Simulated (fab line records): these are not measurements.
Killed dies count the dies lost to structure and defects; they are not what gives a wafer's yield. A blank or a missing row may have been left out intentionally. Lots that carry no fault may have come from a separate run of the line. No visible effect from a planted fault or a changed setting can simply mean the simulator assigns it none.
Comparing a struck lot with a sound one -- flow rit-cmos -- 44 steps out of a route of 202
Sound: wafers L771.1, L771.4, L771.6. Wafers L768.1, L768.2, L768.4 were the ones struck. The cause comes at the end.
For every step that has rows: the tool of each side, followed by ch and its chambers, followed by its first start. Under that, the readings that differ: sound wafers -- struck wafers -- difference of the means -- sigmas: that difference in standard deviations of wafers without a fault.
alike: a reading whose means differ by less than 2 such deviations, as well as words and numbers matching on both sides. not compared: withheld readings; readings where some wafer has no value; bounds like >300 that might hide an equal value; numbers whose values overlap and for which the record gives no deviation.
The two part at a step that has a row with sigmas, a row that says differs or no value, or rows on one side only. Non-overlapping numbers with no deviation appear without sigmas and do not part them. A reading that every wafer of one side lacks parts them only if that side has two wafers or more.

first, 1 step without rows for these wafers: RIT_PRETRO_IMPLANT_08.
RIT_PRETRO_STRIP_09: strips in O2, time 180 s.
  sound on plasma-asher-04 ch 0,1, day 4 21:46; struck on plasma-asher-01 ch 0,1, day 4 09:52
  alike: drypump-motor-current-A
  not compared: rf-hours-counter-h
RIT_PRETRO_TW_MEAS_10:
  struck on film-metro-03, day 4 10:02; sound on film-metro-03, day 4 21:56
  alike: PRETRO_TW
then, 5 steps without rows for these wafers: RIT_GATE_WET_ETCH_00 (etches SiO2 in BOE, target depth 56 nm, time 60 s); RIT_GATE_CLEAN_01 (cleans in SC1, time 600 s); RIT_GATE_CLEAN_02 (cleans in dHF, time 30 s); RIT_GATE_CLEAN_03 (cleans in SC2, time 600 s); RIT_GATE_CLEAN_04 (cleans in dHF, time 60 s).
RIT_FOX2_THK_MEAS_91:
  struck on film-metro-04, day 4 10:43; sound on film-metro-04, day 4 22:25
reading,sound,struck,difference,sigmas
FIELD_OXIDE_LEFT_2_THK (nm),271 270 269,251 260 250,-16,-2
then, 2 steps without rows for these wafers: RIT_GATE_OXIDATION_05 (target thk 3 nm, ox time 270 s); RIT_GATE_ANNEAL_06 (time 600 s).
RIT_GATE_THK_MEAS_07:
  struck on film-metro-01, day 4 13:27; sound on film-metro-01, day 5 01:31
reading,sound,struck,difference,sigmas
GATE_OXIDE_THK (nm),2.95 3.02 3.03,3.11 3.11 3.14,+0.12,+2
RIT_GATE_CVD_08: deposits poly-Si from SiH4, target thk 250 nm, time 2220 s.
  sound on lpcvd-02 ch 0, day 5 02:45; struck on lpcvd-01 ch 0, day 4 13:31
reading,sound,struck,difference,sigmas
spike-tc-centre-C (C),613.2 611.8 612.1,592.2 591.3 592.8,-20.3,-18
spike-tc-load-C (C),632.3 632.7 631.5,610.6 610.2 610.5,-21.7,-10
spike-tc-source-C (C),626.4 626.1 625.6,604.9 607.6 607.0,-19.5,-10
susceptor-temp-C (C),610.1 610.3 610.3,589.1 589.0 589.5,-21.0,-66
model.poly-Si_of_GATE_CVD_08.thk-nm (nm),251.1 252.5 250.7,154 151.2 153.4,-99,
RIT_GATE_THK_MEAS_09:
  struck on film-metro-04, day 4 15:56; sound on film-metro-01, day 5 04:22
reading,sound,struck,difference,sigmas
GATE_POLY_THK (nm),251.2 252.5 250.6,154.0 151.1 153.4,-98.6,-39
then, 6 steps without rows for these wafers: RIT_GATE_HMDS_10 (prime time 60 s); RIT_GATE_COAT_11 (resist thk 850 nm); RIT_GATE_SOFTBAKE_12 (time 60 s); RIT_GATE_EXPOSE_13 (exposes mask M6, target cd 150 nm); RIT_GATE_PEB_14; RIT_GATE_DEVELOP_15 (develop time 50 s).
RIT_GATE_CD_MEAS_16 targets a cd of 150 nm.
  struck on cd-sem-01, day 4 16:52; sound on cd-sem-02, day 5 05:40
  alike: cd-nm
RIT_GATE_OVL_MEAS_17:
  struck on overlay-02, day 4 16:59; sound on overlay-01, day 5 05:47
  alike: GATE_OVL
then, 1 step without rows for these wafers: RIT_GATE_HARDBAKE_18 (time 60 s).
RIT_GATE_ETCH_19: etches poly-Si in SF6/CHF3/O2, stops on SiO2, time 165 s, target depth 312.5 nm.
  sound on rie-si-02 ch 0,3, day 5 06:04; struck on rie-si-01 ch 0,2,3, day 4 17:10
reading,sound,struck,difference,sigmas
oes-product-au (a.u.),0.853 0.848 0.845,0.607 0.604 0.613,-0.241,-19
model.GATE.feature-depth-nm (nm),251.1 252.5 250.7,154 151.2 153.4,-99,
model.etch.depth-nm (nm),251.1 252.5 250.7,154 151.2 153.4,-99,
  alike: drypump-motor-current-A, throttle-valve-pct
  not compared: rf-hours-counter-h
RIT_GATE_STRIP_20: strips in O2, time 180 s.
  sound on plasma-asher-04 ch 0,1, day 5 06:10; struck on plasma-asher-03 ch 0,1, day 4 17:17
reading,sound,struck,difference,sigmas
drypump-motor-current-A (A),6.19 6.18 6.18,5.66 5.76 5.67,-0.49,-2
  not compared: rf-hours-counter-h
RIT_GATE_CD_MEAS_90 targets a cd of 150 nm.
  struck on cd-sem-01, day 4 17:27; sound on cd-sem-01, day 5 06:20
  alike: cd-nm
then, 4 steps without rows for these wafers: RIT_REOX_CLEAN_00 (cleans in SC1, time 600 s); RIT_REOX_CLEAN_01 (cleans in dHF, time 30 s); RIT_REOX_CLEAN_02 (cleans in SC2, time 600 s); RIT_REOX_OXIDATION_03 (target thk 25.2 nm, ox time 5580 s).
RIT_REOX_THK_MEAS_04:
  struck on film-metro-01, day 4 21:20; sound on film-metro-01, day 5 10:20
  alike: REOX_OXIDE_THK
then, 6 steps without rows for these wafers: RIT_NLDD_HMDS_00 (prime time 60 s); RIT_NLDD_COAT_01 (resist thk 1000 nm); RIT_NLDD_SOFTBAKE_02 (time 60 s); RIT_NLDD_EXPOSE_03 (exposes mask M7, target cd 40700 nm); RIT_NLDD_PEB_04; RIT_NLDD_DEVELOP_05 (develop time 50 s).
RIT_NLDD_OVL_MEAS_06:
  struck on overlay-01, day 4 22:22; sound on overlay-02, day 5 11:15
  alike: NLDD_OVL
then, 2 steps without rows for these wafers: RIT_NLDD_HARDBAKE_07 (time 60 s); RIT_NLDD_IMPLANT_08.
RIT_NLDD_STRIP_09: strips in O2, time 180 s.
  sound on plasma-asher-01 ch 0,1, day 5 11:35; struck on plasma-asher-01 ch 0,1, day 4 22:43
  alike: drypump-motor-current-A
  not compared: rf-hours-counter-h
RIT_NLDD_TW_MEAS_10:
  struck on film-metro-04, day 4 22:53; sound on film-metro-03, day 5 11:46
reading,sound,struck,difference,sigmas
NLDD_TW,2465 2469 2457,2525 2534 2508,+59,+2
RIT_SDANNEAL_CLEAN_02: cleans in SC2, time 600 s.
  sound on wet-bench-01 ch 2, day 5 19:03; struck on wet-bench-03 ch 1, day 5 06:31
reading,sound,struck,difference,sigmas
model.poly-Si_of_GATE_CVD_08.thk-nm (nm),162.5 165.6 162.5,68.11 65.7 68.15,-96.21,
  alike: temp-c
after that, 1 step had no rows for these wafers: RIT_M1_PROBE_99.

== WHERE THEY PART ==
Last at RIT_NLDD_TW_MEAS_10 as far as this record goes, first at RIT_FOX2_THK_MEAS_91. Later steps at which nothing parts them and some readings are alike: RIT_SDANNEAL_CLEAN_02.

WHY: what had been put in by the simulator
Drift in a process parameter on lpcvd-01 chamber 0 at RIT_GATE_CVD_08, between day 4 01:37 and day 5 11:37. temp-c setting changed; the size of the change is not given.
